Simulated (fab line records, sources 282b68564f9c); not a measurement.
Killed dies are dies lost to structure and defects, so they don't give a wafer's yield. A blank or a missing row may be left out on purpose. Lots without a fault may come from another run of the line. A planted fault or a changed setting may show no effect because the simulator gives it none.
fab line records | flow rit_cmos
record lots=6 wafers=18 last_day=7
route steps=202 shown M1@184
lots that met no fault: from a run of the same line without faults
start_h: hours from the record's first day to the start of the lot's first wafer shown | wait_h: hours since the lot's step before | " the same as in the row above | L1.1+2: a row that stands for several wafers | - no value, or no start given | * or withheld: withheld | < > ~ a bound
route shown NAME@n: a module of which the file shows steps, and the number in the route of the first | usual: mean/standard deviation of fault-free wafers | same: alike in all rows | chamber/n: place in a boat | sites: the reading at each site | _std_site: their standard deviation | _edge_site: outer sites' mean less inner sites' | radius_mm: how far each site lies from the wafer's centre | mask NAME#n: copy n | behind: the tool/chamber that last shaped the wafer | hold: why the lot was held/for how many hours/how that ended | device: the transistor (n, p or np) that didn't switch | end of line: the same wafers' tests at the end of the route | a step without rows: its recipe alone | killed: dies lost to structure and defects at the first sort, not the wafer's yield | map: a wafer's dies, x killed, . not, _ none there
set.NAME: the setting as run; set.NAME@STEP: as run at that earlier step | model.NAME: the simulator's own value behind a step, which no gauge read
lots at some steps of the route; a table a step, a row a wafer
services: from which hour (start_h, from the record's first day; less than 0 if before it) a tool's chamber was out of use, for how many hours, and why
## steps
# step RIT_M1_SPUTTER_00
# recipe material=Al target_thk_nm=400 power_w=2000 chamber_pressure_pa=0.4 gas=Ar time_s=500 substrate_temp_c=25
# usual throttle_valve_pct=30.3/0.98
# same time_s=500
# columns lot.wafer tool chamber start_h wait_h throttle_valve_pct
L942.1 pvd_sputter-01 - 102.31 0.0 32.0
L942.2 " - " " 29.0
L942.5 " - " " 29.6
L943.2 pvd_sputter-04 - 108.95 0.0 29.6
L943.3 " - " " 29.4
L943.5 " - " " 29.5
L949.4 pvd_sputter-02 - 141.10 0.0 29.4
L949.5 " - " " 31.4
L949.6 " - " " 29.5
L950.3 pvd_sputter-04 - 146.97 0.0 29.8
L950.5 " - " " 31.0
L950.6 " - " " 30.5
L951.2 pvd_sputter-02 - 151.70 0.0 31.4
L951.4 " - " " 29.6
L951.5 " - " " 31.1
L955.3 pvd_sputter-01 - 171.77 0.0 28.5
L955.4 " - " " 32.1
L955.5 " - " " 28.5
# step RIT_M1_RS_MEAS_01
# recipe thk_meas_gauge=four-point-probe reads=Al_of_M1_SPUTTER_00
# usual M1_AL_RS=0.0733/0.00074
# columns lot.wafer tool chamber start_h wait_h M1_AL_RS[ohm/sq]
L942.1 film_metro-02 - 102.61 0.1 0.0729
L942.2 " - " " 0.0732
L942.5 " - " " 0.0741
L943.2 film_metro-01 - 109.27 0.2 0.0726
L943.3 " - " " 0.0729
L943.5 " - " " 0.0728
L949.4 film_metro-01 - 141.45 0.2 0.0731
L949.5 " - " " 0.0732
L949.6 " - " " 0.0740
L950.3 film_metro-01 - 147.31 0.2 0.0750
L950.5 " - " " 0.0732
L950.6 " - " " 0.0742
L951.2 film_metro-01 - 152.30 0.3 0.0748
L951.4 " - " " 0.0743
L951.5 " - " " 0.0742
L955.3 film_metro-02 - 172.11 0.2 0.0730
L955.4 " - " " 0.0728
L955.5 " - " " 0.0729
# step RIT_M1_THK_MEAS_02
# recipe thk_meas_gauge=xrf reads=Al_of_M1_SPUTTER_00
# usual M1_AL_THK=398/4.8
# columns lot.wafer tool chamber start_h wait_h M1_AL_THK[nm]
L942.1 film_metro-02 - 102.73 0.1 400
L942.2 " - " " 397
L942.5 " - " " 393
L943.2 film_metro-01 - 109.38 0.1 403
L943.3 " - " " 400
L943.5 " - " " 400
L949.4 film_metro-01 - 141.54 0.1 395
L949.5 " - " " 396
L949.6 " - " " 390
L950.3 film_metro-01 - 147.41 0.1 387
L950.5 " - " " 396
L950.6 " - " " 391
L951.2 film_metro-01 - 152.41 0.1 388
L951.4 " - " " 390
L951.5 " - " " 392
L955.3 film_metro-02 - 172.21 0.1 402
L955.4 " - " " 404
L955.5 " - " " 401
# step RIT_M1_HMDS_03
# recipe prime_time_s=60 prime_temp_c=140
# step RIT_M1_COAT_04
# recipe resist=NOVOLAK spin_rpm=2000 resist_thk_nm=1300
# step RIT_M1_SOFTBAKE_05
# recipe resist=NOVOLAK temp_c=90 time_s=60
# step RIT_M1_EXPOSE_06
# recipe mask_id=M12 na=0.6 source_shape=conventional sigma_outer=0.5 target_cd_nm=2600 dose_mj=255.8
# step RIT_M1_PEB_07
# recipe resist=NOVOLAK temp_c=withheld time_s=withheld
# step RIT_M1_DEVELOP_08
# recipe resist=NOVOLAK develop_time_s=68 dev_temp_c=23
# step RIT_M1_CD_MEAS_09
# recipe target_cd_nm=2600
# usual cd_nm=2600.2/2.4
# columns lot.wafer tool chamber start_h wait_h cd_nm
L942.1 cd_sem-02 - 103.67 - 2600.8
L942.2 " - " " 2598.5
L942.5 " - " " 2598.2
L943.2 cd_sem-02 - 110.45 - 2601.7
L943.3 " - " " 2601.5
L943.5 " - " " 2602.3
L949.4 cd_sem-02 - 142.83 - 2602.6
L949.5 " - " " 2602.0
L949.6 " - " " 2602.2
L950.3 cd_sem-01 - 148.37 - 2596.5
L950.5 " - " " 2598.0
L950.6 " - " " 2598.1
L951.2 cd_sem-02 - 153.37 - 2604.8
L951.4 " - " " 2602.3
L951.5 " - " " 2601.3
L955.3 cd_sem-02 - 173.17 - 2601.7
L955.4 " - " " 2602.2
L955.5 " - " " 2600.1
# step RIT_M1_OVL_MEAS_10
# usual M1_OVL=-1.3/1.7
# columns lot.wafer tool chamber start_h wait_h M1_OVL[nm]
L942.1 overlay-02 - 103.79 0.1 -1.9
L942.2 " - " " -2.3
L942.5 " - " " -1.1
L943.2 overlay-02 - 110.56 0.1 -1.4
L943.3 " - " " -2.6
L943.5 " - " " -3.6
L949.4 overlay-01 - 142.91 0.1 1.4
L949.5 " - " " -0.2
L949.6 " - " " -0.8
L950.3 overlay-01 - 148.46 0.1 -3.7
L950.5 " - " " -4.3
L950.6 " - " " -2.7
L951.2 overlay-01 - 153.48 0.1 -2.3
L951.4 " - " " -2.3
L951.5 " - " " -2.9
L955.3 overlay-01 - 173.26 0.1 -2.0
L955.4 " - " " -2.0
L955.5 " - " " -0.9
# step RIT_M1_HARDBAKE_11
# recipe resist=NOVOLAK temp_c=140 time_s=120
# step RIT_M1_METAL_ETCH_12
# recipe stop_on=SiO2 chemistry=Cl2/BCl3 target=Al time_s=165 over_etch_frac=0.5 pressure_mtorr=100 target_depth_a=6000 rf_w=250 Cl2_flow_sccm=60 bcl3_flow_sccm=50
# usual drypump_motor_current_A=5.6/0.47 oes_product_au=0.775/0.016 rf_fwd_power_W=249.0/0.7 throttle_valve_pct=8.21/0.066
# same time_s=165
# columns lot.wafer tool chamber start_h wait_h drypump_motor_current_A oes_product_au rf_fwd_power_W rf_hours_counter_h throttle_valve_pct model.NOVOLAK_of_M1_COAT_04.thk_nm model.M1.cd_nm model.M1.feature_depth_nm
L942.1 rie_metal-03 1 104.07 0.2 5.8 0.756 248.2 36 8.18 803.2 2598 435
L942.2 " 0 " " 6.0 0.766 248.6 37 8.19 826.4 2600 431
L942.5 " 1 " " 5.8 0.755 248.2 - 8.18 799.4 2597 429.2
L943.2 rie_metal-01 0 110.84 0.2 5.4 0.786 249.1 3 8.10 812.7 2602 436.1
L943.3 " 0 " " 5.4 0.774 249.0 - 8.12 810.2 2603 434.2
L943.5 " 0 " " 5.4 0.779 249.6 - 8.10 816.2 2603 435.2
L949.4 rie_metal-01 1 143.23 0.1 5.8 0.803 348.9 - 8.26 690.6 2577 446.7
L949.5 " 0 " " 5.4 0.778 248.8 - 8.10 823.9 2600 432.9
L949.6 " 1 " " 5.8 0.798 348.5 - 8.24 686.8 2576 443.7
L950.3 rie_metal-04 0 148.84 0.2 4.8 0.759 248.9 - 8.31 819.7 2599 422.8
L950.5 " 0 " " 4.8 0.761 248.6 - 8.31 819 2599 432.2
L950.6 " 0 " " 4.8 0.750 248.1 - 8.31 815.8 2599 426.9
L951.2 rie_metal-01 1 153.76 0.2 5.8 0.782 348.1 3 8.25 685 2582 438.4
L951.4 " 0 " " 5.4 0.764 250.0 - 8.11 815.6 2603 425.7
L951.5 " 1 " " 5.8 0.788 348.3 - 8.26 688.2 2579 441.8
L955.3 rie_metal-03 0 173.59 0.2 6.0 0.787 249.4 - 8.19 815.5 2604 433
L955.4 " 1 " " 5.8 0.784 249.0 - 8.19 805.7 2602 435.4
L955.5 " 0 " " 6.0 0.790 248.8 - 8.19 818.1 2602 433.5
# step RIT_M1_STRIP_13
# recipe chemistry=nmp resist=NOVOLAK temp_c=80 time_s=600 dry=n2_spin
# step RIT_M1_STRIP_14
# recipe chemistry=O2 time_s=180 platen_temp_c=withheld power_w=500 pressure_mtorr=4000 o2_flow_sccm=4000
# usual drypump_motor_current_A=5.7/0.39
# same time_s=180
# columns lot.wafer tool chamber start_h wait_h drypump_motor_current_A rf_hours_counter_h
L942.1 plasma_asher-01 1 104.41 0.0 6.2 46
L942.2 " 0 " " 5.3 46
L942.5 " 1 " " 6.2 -
L943.2 plasma_asher-02 1 111.18 0.0 5.7 47
L943.3 " 0 " " 6.0 -
L943.5 " 0 " " 6.0 -
L949.4 plasma_asher-03 0 143.58 0.1 5.0 -
L949.5 " 0 " " 5.0 -
L949.6 " 1 " " 5.8 -
L950.3 plasma_asher-02 1 149.29 0.1 5.7 -
L950.5 " 1 " " 5.7 -
L950.6 " 0 " " 6.0 -
L951.2 plasma_asher-01 0 154.11 0.0 5.3 4
L951.4 " 0 " " 5.3 -
L951.5 " 1 " " 6.2 -
L955.3 plasma_asher-02 0 173.93 0.1 6.0 -
L955.4 " 1 " " 5.7 -
L955.5 " 1 " " 5.8 -
# step RIT_M1_CD_MEAS_90
# recipe target_cd_nm=2600
# usual cd_nm=2601/3.1
# columns lot.wafer tool chamber start_h wait_h cd_nm
L942.1 cd_sem-02 - 104.58 0.1 2598
L942.2 " - " " 2600
L942.5 " - " " 2597
L943.2 cd_sem-02 - 111.42 0.2 2603
L943.3 " - " " 2603
L943.5 " - " " 2603
L949.4 cd_sem-01 - 143.75 0.1 2577
L949.5 " - " " 2600
L949.6 " - " " 2576
L950.3 cd_sem-01 - 149.47 0.1 2599
L950.5 " - " " 2598
L950.6 " - " " 2599
L951.2 cd_sem-01 - 154.31 0.1 2582
L951.4 " - " " 2603
L951.5 " - " " 2578
L955.3 cd_sem-02 - 174.08 0.1 2603
L955.4 " - " " 2602
L955.5 " - " " 2602
# step RIT_M1_ANNEAL_15
# recipe temp_c=450 time_s=1767 ambient=forming_gas_H2N2
# step RIT_M1_PROBE_99
# usual defect_limited_yield=97.4/1.2 killed_at_contacts=0.1/0.34 killed_at_front_end=7/3 killed_dies=7/3.1 killed_open=3.4/1.9 killed_short=3.4/2.1 sort_bin_3_pad_short=0.1/0.2 sort_bin_5_function=1.5/0.83 sort_bin_6_memory=1.0/0.66 sort_n_pass=257/3.1 sort_yield_pct=97.4/1.2
# same gross_dies=264 killed_at_M0_to_M3=0 killed_at_M4_up=0 killed_at_back_side=0 killed_at_other=0
# columns lot.wafer tool chamber start_h wait_h defect_limited_yield[%] killed_at_contacts killed_at_front_end killed_dies killed_open killed_short sort_bin_3_pad_short[%] sort_bin_5_function[%] sort_bin_6_memory[%] sort_n_pass sort_yield_pct[%] model.etest.m1.width_nm model.etest.antenna_m1.gate_log10_a_cm2 model.etest.antenna_m1.vt_shift_v
L942.1 prober-02 - 106.32 0.1 98.5 0 4 4 4 0 0 0.8 0.8 260 98.5 2594 -6.074 -0.01328
L942.2 prober-02 - 106.37 0.1 98.9 0 3 3 1 2 0 0.4 0.8 261 98.9 2600 -6.392 -0.01248
L942.5 prober-02 - 106.52 0.2 99.2 0 2 2 0 2 0 0.4 0.4 262 99.2 2595 -6.113 -0.01054
L943.2 prober-01 - 113.19 0.1 98.5 1 3 4 1 1 0.4 1.1 0 260 98.5 2599 -5.924 -0.007438
L943.3 prober-01 - 113.24 0.2 98.9 0 3 3 1 1 0 0.4 0.8 261 98.9 2603 -5.969 -0.008862
L943.5 prober-01 - 113.34 0.2 98.5 0 4 4 1 3 0 0 1.5 260 98.5 2608 -6.252 -0.01212
L949.4 prober-01 - 146.36 0.2 98.1 0 5 5 4 0 0 1.1 0.8 259 98.1 2579 -4.627 -0.05128
L949.5 prober-01 - 146.41 0.2 97.7 0 6 6 2 3 0 1.9 0.4 258 97.7 2600 -6.193 -0.01412
L949.6 prober-01 - 146.46 0.2 97.0 0 8 8 3 5 0.4 1.1 1.5 256 97.0 2579 -5.372 -0.04878
L950.3 prober-01 - 151.27 0.2 97.7 0 6 6 3 3 0 1.5 0.8 258 97.7 2606 -6.339 -0.01509
L950.5 prober-01 - 151.37 0.2 97.0 0 8 8 2 5 0 1.5 1.5 256 97.0 2593 -6.448 -0.01285
L950.6 prober-01 - 151.42 0.2 98.5 0 4 4 2 2 0 0.8 0.8 260 98.5 2585 -6.463 -0.01094
L951.2 prober-02 - 156.08 0.1 98.9 0 3 3 1 2 0 0.8 0.4 261 98.9 2577 -4.749 -0.05092
L951.4 prober-02 - 156.18 0.2 97.0 0 8 8 4 4 0 1.9 1.1 256 97.0 2604 -5.708 -0.01056
L951.5 prober-02 - 156.23 0.2 96.2 0 10 10 5 5 0 3.0 0.8 254 96.2 2576 -4.997 -0.05249
L955.3 prober-02 - 175.88 0.2 97.3 0 7 7 3 4 0 1.9 0.8 257 97.3 2604 -6.306 -0.01046
L955.4 prober-02 - 175.93 0.2 96.2 0 10 10 3 6 0 2.7 1.1 254 96.2 2602 -6.29 -0.01775
L955.5 prober-02 - 175.98 0.2 98.1 0 5 5 1 4 0 1.5 0.4 259 98.1 2600 -6.533 -0.01475
# killed by level:class
L942.1 SPACER:geometric_particle:open=2 FOX1:geometric_particle:open=1 GATE:geometric_particle:open=1
L942.2 FOX1:geometric_particle:open=1 FOX1:geometric_particle:short=1 GATE:geometric_particle:short=1
L942.5 FOX1:geometric_particle:short=1 SPACER:geometric_particle:short=1
L943.2 NSD:coat_microbubble_printed=2 FOX1:geometric_particle:short=1 CONTACT:geometric_particle:open=1
L943.3 FOX1:geometric_particle:open=1 SILICIDE:geometric_particle:short=1 NSD:coat_microbubble_printed=1
L943.5 GATE:geometric_particle:short=2 REOX:geometric_particle:open=1 SPACER:geometric_particle:short=1
L949.4 SILICIDE:geometric_particle:open=2 REOX:geometric_particle:open=1 SPACER:geometric_particle:open=1 GATE:coat_microbubble_printed=1
L949.5 SILICIDE:geometric_particle:short=2 GATE:geometric_particle:open=1 REOX:geometric_particle:short=1 SILICIDE:geometric_particle:open=1 GATE:coat_microbubble_printed=1
L949.6 REOX:geometric_particle:short=3 GATE:geometric_particle:short=2 GATE:geometric_particle:open=1 REOX:geometric_particle:open=1 SILICIDE:geometric_particle:open=1
L950.3 GATE:geometric_particle:short=2 GATE:geometric_particle:open=2 FOX1:geometric_particle:open=1 SPACER:geometric_particle:short=1
L950.5 GATE:geometric_particle:short=2 FOX1:geometric_particle:short=1 GATE:geometric_particle:open=1 REOX:geometric_particle:short=1 SPACER:geometric_particle:short=1 SILICIDE:geometric_particle:open=1 PWELL:coat_microbubble_printed=1
L950.6 FOX1:geometric_particle:open=1 FOX1:geometric_particle:short=1 GATE:geometric_particle:open=1 REOX:geometric_particle:short=1
L951.2 GATE:geometric_particle:short=2 SILICIDE:geometric_particle:open=1
L951.4 GATE:geometric_particle:short=4 GATE:geometric_particle:open=2 SPACER:geometric_particle:open=2
L951.5 GATE:geometric_particle:short=2 SPACER:geometric_particle:open=2 FOX1:geometric_particle:short=1 FOX1:geometric_particle:open=1 FOX2:geometric_particle:open=1 GATE:geometric_particle:open=1 REOX:geometric_particle:short=1 SPACER:geometric_particle:short=1
L955.3 SPACER:geometric_particle:short=2 FOX1:geometric_particle:open=1 FOX1:geometric_particle:short=1 GATE:geometric_particle:open=1 GATE:geometric_particle:short=1 SPACER:geometric_particle:open=1
L955.4 GATE:geometric_particle:short=2 SPACER:geometric_particle:short=2 FOX1:geometric_particle:open=1 FOX1:geometric_particle:short=1 FOX2:geometric_particle:short=1 GATE:geometric_particle:open=1 SILICIDE:geometric_particle:open=1 PSD:coat_microbubble_printed=1
L955.5 FOX1:geometric_particle:short=1 GATE:geometric_particle:short=1 REOX:geometric_particle:short=1 SPACER:geometric_particle:short=1 SPACER:geometric_particle:open=1
## services
# columns tool chamber start_h hours kind
pvd_sputter-02 - 104.56 4.8 repair
plasma_asher-01 - 108.75 9.0 pm
plasma_asher-01 0 108.75 9.0 vent_cycle
plasma_asher-01 1 108.75 9.0 vent_cycle
plasma_asher-01 0 117.75 - clean
plasma_asher-01 1 117.75 - clean
pvd_sputter-04 - 123.40 1.7 repair
pvd_sputter-02 - 133.29 6.5 repair
rie_metal-03 - 136.12 20.0 pm
rie_metal-03 0 136.12 20.0 vent_cycle
rie_metal-03 1 136.12 20.0 vent_cycle
rie_metal-04 1 142.87 8.8 repair
rie_metal-03 0 156.12 - clean
rie_metal-03 1 156.12 - clean
## key
first_sign step=RIT_M1_METAL_ETCH_12 reading=rf_fwd_power_W direction=up sigmas=99+ usual=249.0 struck=348.5
effect step=RIT_M1_CD_MEAS_90 reading=cd_nm direction=down sigmas=7 usual=2601 struck=2579
model_effect step=RIT_M1_METAL_ETCH_12 value=NOVOLAK_of_M1_COAT_04.thk_nm without=816.6 struck=687.7
model_effect step=RIT_M1_PROBE_99 value=etest.m1.width_nm without=2601 struck=2578
met_at RIT_M1_METAL_ETCH_12
struck_wafers L949.4,L949.6,L951.2,L951.5
fault kind=process_parameter_drift tool=rie_metal-01 chamber=1 onset_h=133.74 steps=RIT_M1_METAL_ETCH_12 channel=rf_w offset=100 shape=step end_h=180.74 stated=250
